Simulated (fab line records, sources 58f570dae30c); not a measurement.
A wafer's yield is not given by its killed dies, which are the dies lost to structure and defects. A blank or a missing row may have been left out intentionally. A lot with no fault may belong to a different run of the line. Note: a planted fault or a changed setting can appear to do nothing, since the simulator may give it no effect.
Split-lot trial | flow berkeley-cmos170 | 23 wafers read from 5 lots, route of 331 steps

## SPLIT DETAILS
At UCB170_FIELD_OXIDATION_01 (target thk 558.3 nm, ox time 7200 s), the setting temp-c was moved away from the recipe's 1000 C on 20 of the 23 wafers read, by -2.2% to +2.0%. For the rest of the wafers, this setting stayed at what the recipe calls for.

## FROM THE SPLIT TO THE READING: what the file shows between them, 10 steps
- UCB170_FIELD_THK_MEAS_02
- UCB170_FIELD_ANNEAL_03: time 1200 s
- UCB170_FIELD_WET_ETCH_04: etches SiO2 in dHF, time 60 s
- UCB170_FIELD_WET_ETCH_05: etches Si3N4 in H3PO4, time 12600 s
- UCB170_FIELD_WET_ETCH_06: etches SiO2 in BOE, time 22 s
- UCB170_FIELD_THK_MEAS_90
- UCB170_PVT_EXPOSE_03: exposes mask NWELL, target cd 3000 nm (also split here: dose-mj)
- UCB170_PVT_PEB_04
- UCB170_PVT_DEVELOP_05: develop time 45 s
- UCB170_GATE_WET_ETCH_00: etches SiO2 in dHF, time 200 s

## THE READING
FIELD_OXIDE_LEFT_2_THK, in nm, at UCB170_FIELD_THK_MEAS_91. Fault-free wafers of this fab line usually give 359 nm, standard deviation 11 nm.

wafer  | tool, chamber at the split | temp-c as run, C | against the recipe | FIELD_OXIDE_LEFT_2_THK, nm | against lot-mates on the recipe
L074.2 | -, -                       | 1020             | +2.0%              | 432                        | no lot-mate on the recipe
L074.3 | -, -                       | 1020             | +2.0%              | 424                        | no lot-mate on the recipe
L074.4 | -, -                       | 1020             | +2.0%              | 426                        | no lot-mate on the recipe
L074.5 | -, -                       | 1020             | +2.0%              | 428                        | no lot-mate on the recipe
L074.6 | -, -                       | 1020             | +2.0%              | 436                        | no lot-mate on the recipe
L075.1 | -, -                       | 977.7            | -2.2%              | 286                        | no lot-mate on the recipe
L075.2 | -, -                       | 977.7            | -2.2%              | 285                        | no lot-mate on the recipe
L075.3 | -, -                       | 977.7            | -2.2%              | 281                        | no lot-mate on the recipe
L075.4 | -, -                       | 977.7            | -2.2%              | 293                        | no lot-mate on the recipe
L075.5 | -, -                       | 977.7            | -2.2%              | 284                        | no lot-mate on the recipe
L078.2 | -, -                       | 1013             | +1.3%              | 425                        | no lot-mate on the recipe
L078.3 | -, -                       | 1013             | +1.3%              | 422                        | no lot-mate on the recipe
L078.4 | -, -                       | 1013             | +1.3%              | 421                        | no lot-mate on the recipe
L078.5 | -, -                       | 1013             | +1.3%              | 418                        | no lot-mate on the recipe
L078.6 | -, -                       | 1013             | +1.3%              | 424                        | no lot-mate on the recipe
L084.1 | -, -                       | 991.9            | -0.8%              | 335                        | no lot-mate on the recipe
L084.3 | -, -                       | 991.9            | -0.8%              | 330                        | no lot-mate on the recipe
L084.4 | -, -                       | 991.9            | -0.8%              | 332                        | no lot-mate on the recipe
L084.5 | -, -                       | 991.9            | -0.8%              | 332                        | no lot-mate on the recipe
L084.6 | -, -                       | 991.9            | -0.8%              | 329                        | no lot-mate on the recipe
L085.3 | furnace-01, 0              | 1000             | recipe             | 349                        | -
L085.4 | furnace-01, 0              | 1000             | recipe             | 348                        | -
L085.5 | furnace-01, 0              | 1000             | recipe             | 358                        | -

FIT RESULTS
A straight line over all 23 wafers: FIELD_OXIDE_LEFT_2_THK changes by +35.9 nm for each +1% of temp-c; r = +0.99; the points scatter about the line by 8.9 nm.
Too few moved wafers have a lot-mate on the recipe to fit a line with each lot's own level taken away.

## THE WHOLE CHAIN: every reading that the file lists as answering this split, in the file's order
step                      | what it does                                                                 | reading                                                                            | change (the file's fit)               | r (the file's)
UCB170_FIELD_OXIDATION_01 | target thk 558.3 nm, ox time 7200 s                                          | SiO2_of_FIELD_OXIDATION_01.thk-nm (the simulator's own value, which no gauge read) | +35.7 nm for each +1% of the setting  | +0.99
UCB170_FIELD_THK_MEAS_02  |                                                                              | FIELD_OXIDE_THK                                                                    | +35.7 for each +1% of the setting     | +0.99
UCB170_FIELD_THK_MEAS_90  |                                                                              | FIELD_OXIDE_LEFT_1_THK                                                             | +36.1 for each +1% of the setting     | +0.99
UCB170_FIELD_THK_MEAS_91  |                                                                              | FIELD_OXIDE_LEFT_2_THK                                                             | +35.8 for each +1% of the setting     | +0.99
UCB170_GATE_ETCH_15       | etches poly-Si in HBr/Cl2, stops on SiO2, time 56.3 s, target depth 278.2 nm | SiO2_of_GATE_OXIDATION_01.thk-nm (the simulator's own value, which no gauge read)  | +0.324 nm for each +1% of the setting | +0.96

## THE FILE'S OWN FIT
FIELD_OXIDE_LEFT_2_THK changes by +35.8 nm for each +1% of temp-c, r = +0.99.
